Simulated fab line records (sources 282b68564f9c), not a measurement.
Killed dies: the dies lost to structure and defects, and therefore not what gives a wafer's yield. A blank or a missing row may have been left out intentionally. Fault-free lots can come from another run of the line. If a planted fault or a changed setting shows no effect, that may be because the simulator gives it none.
A struck lot beside a sound one    flow ritCmos    6 out of 202 route steps
Sound: these wafers, L396.1, L396.3, L396.5. The struck wafers were L408.2, L408.3, L408.5. The cause comes at the end.
At each step with rows: each side's tool, then ch and its chambers, then its first start. Under that, the readings that differ: sound wafers    struck wafers    difference of the means    sigmas: that difference in standard deviations of wafers without a fault.
alike: readings whose means differ by less than 2 such deviations, and words and numbers that are the same on both sides. not compared: withheld readings, readings that some wafer has no value for, bounds like >300 that may hide the same value, and numbers for which the record gives no deviation and whose values overlap.
Wherever a step has rows on one side only, a row that says differs or no value, or a row with sigmas, the two part there. When numbers do not overlap yet have no deviation, they are printed without sigmas and do not part them. A reading missing from all wafers of one side parts the sides only when that side holds two or more wafers.

RIT_ACTIVE_BOW_MEAS_00:
  sound: filmMetro-04 at day 1 10:00; struck: filmMetro-02 at day 3 22:01
  alike: INCOMING_BOW
then, 1 step without rows for these wafers: RIT_ACTIVE_OXIDATION_01 (target thk 46.8 nm, ox time 3360 s).
RIT_ACTIVE_THK_MEAS_02:
  sound: filmMetro-02 at day 1 13:04; struck: filmMetro-02 at day 4 01:07
  alike: ACTIVE_OXIDE_THK
RIT_ACTIVE_CVD_03: deposits Si3N4 from SiH2Cl2/NH3, target thk 150 nm, time 1500 s.
  sound on lpcvd-01 ch 0, day 1 13:08; struck on lpcvd-01 ch 0, day 4 01:33
reading                                  sound              struck           difference  sigmas
model.Si3N4_of_ACTIVE_CVD_03.thkNm (nm)  149.9 150.7 151.3  221 219.5 220.6  +70         
  alike: nh3FlowSccm, pressureMtorr
RIT_ACTIVE_THK_MEAS_04:
  sound: filmMetro-04 at day 1 14:32; struck: filmMetro-01 at day 4 03:17
reading                  sound              struck             difference  sigmas
ACTIVE_NITRIDE_THK (nm)  150.0 150.8 151.3  220.9 219.6 220.5  +69.6       +50
  not compared: hold
RIT_M1_PROBE_99:
  sound wafers here have rows in the record (prober-02, day 3 19:25); struck ones have none

WHERE THEY PART
First at RIT_ACTIVE_THK_MEAS_04; last, within this record, at RIT_M1_PROBE_99.

WHY: the cause the simulator had injected
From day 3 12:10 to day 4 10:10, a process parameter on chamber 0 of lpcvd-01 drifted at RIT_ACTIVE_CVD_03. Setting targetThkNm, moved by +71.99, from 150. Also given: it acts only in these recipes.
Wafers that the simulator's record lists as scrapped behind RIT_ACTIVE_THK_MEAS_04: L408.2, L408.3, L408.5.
